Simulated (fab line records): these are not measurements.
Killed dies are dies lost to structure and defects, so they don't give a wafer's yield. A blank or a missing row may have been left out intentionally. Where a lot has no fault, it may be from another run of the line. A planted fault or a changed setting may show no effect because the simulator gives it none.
8D (eight disciplines) problem report, filled in by code ; flow berkeley_cmos170 ; the parts of the form that need people (team, actions taken, sign-off) are left out

== 1. THE ISSUE ==
rf_fwd_power_W at UCB170_CONTACT_ETCH_18 reads a mean of 805.0 W on 2 wafers of 1 lot; wafers without a fault read 697.4 W with a standard deviation of 2.4. That puts it +45 standard deviations away from the usual mean.
The step: etches PSG in CHF3/CF4/Ar, stops on TiSi2, target depth 840 nm, time 195 s.
First seen on wafer L746.1, day 10 02:00, on rie_diel-03. At this step, 15 wafers from 5 lots have a number in the record. The rule behind "out" and "out of limits": a value lying over 4 standard deviations away from the usual mean. All remaining wafers that have a number are taken as sound.

== 2. WHAT THIS IS AND IS NOT ==
question;is;is not
which readings at this step;rf_fwd_power_W;drypump_motor_current_A, oes_product_au, throttle_valve_pct
which lots;L746;L739, L740, L751, L753
which wafers of those lots;L746.1, L746.5;L746.3
read on which tools;rie_diel-03;rie_diel-04
when;from day 10 02:00;"up to then (7 sound wafers); but 6 sound wafers of L751, L753 came after"

== 3. SUSPECTS, AND WHAT RULES EACH OUT ==
Counting: a tool at a process step up to the reading stays a suspect if it ran every lot that is out. Sound lots after the first of them don't rule it out here, since some wafers of a struck lot are sound.
- plasma_asher-02 at UCB170_CONTACT_STRIP_06 (strips in O2): kept. It ran the lot that is out, L746 (day 10 00:35).
- rtp_anneal-02 at UCB170_CONTACT_RTA_08 (time 10 s): kept. The lot that is out, L746, ran on it at day 10 00:51; the last sound lot it ran before that was L740, at day 9 02:13.
- rie_diel-03 at UCB170_CONTACT_ETCH_17 (etches BARC in N2/H2): kept. The lot that is out, L746, ran on it at day 10 02:08; the last sound lot it ran before that was L740, at day 9 03:54.
- rie_diel-03 at UCB170_CONTACT_ETCH_18 (etches PSG in CHF3/CF4/Ar, stops on TiSi2, target depth 840 nm, time 195 s): kept. The lot that is out, L746, ran on it at day 10 02:00; the last sound lot it ran before that was L740, at day 9 03:00. Its own rf_fwd_power_W readings are out on those wafers.
- Within rie_diel-03 at UCB170_CONTACT_ETCH_17, the wafers that are out were processed in chamber 2 and their sound lot-mates in chamber 3.
- Within rie_diel-03 at UCB170_CONTACT_ETCH_18, the wafers that are out were processed in chamber 2 and their sound lot-mates in chamber 3.
Left after counting: plasma_asher-02 at UCB170_CONTACT_STRIP_06, rtp_anneal-02 at UCB170_CONTACT_RTA_08, rie_diel-03 at UCB170_CONTACT_ETCH_17, rie_diel-03 at UCB170_CONTACT_ETCH_18.

== 4. THE CAUSE (what the simulator had put in) ==
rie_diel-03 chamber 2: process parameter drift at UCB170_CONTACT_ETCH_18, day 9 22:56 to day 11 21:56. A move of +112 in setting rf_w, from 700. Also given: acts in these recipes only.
This tool is one of the 4 suspects left after counting.

== 5. THE EFFECT CHAIN, in route order ==
Each row: a reading where the mean over the struck wafers with a number is more than 3 standard deviations away from the usual. Readings are gone through only where the record gives a usual standard deviation; hours: the median, over the lots, of the time from a lot's start at the first step in this table giving one to that lot's start at this step; sigmas: the change measured in usual standard deviations.
hours;step;reading;usual;on struck wafers;change;sigmas
0;UCB170_CONTACT_ETCH_18;rf_fwd_power_W;697.4 W;805.0;+107.6;+45
Here are the process steps it includes:
- UCB170_CONTACT_ETCH_18: etches PSG in CHF3/CF4/Ar, stops on TiSi2, target depth 840 nm, time 195 s.

== 6. HOW IT WOULD HAVE BEEN CAUGHT EARLIER ==
3 hours passed between the start of the fault at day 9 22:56 and the first reading out of limits in this record, taken at day 10 02:00.
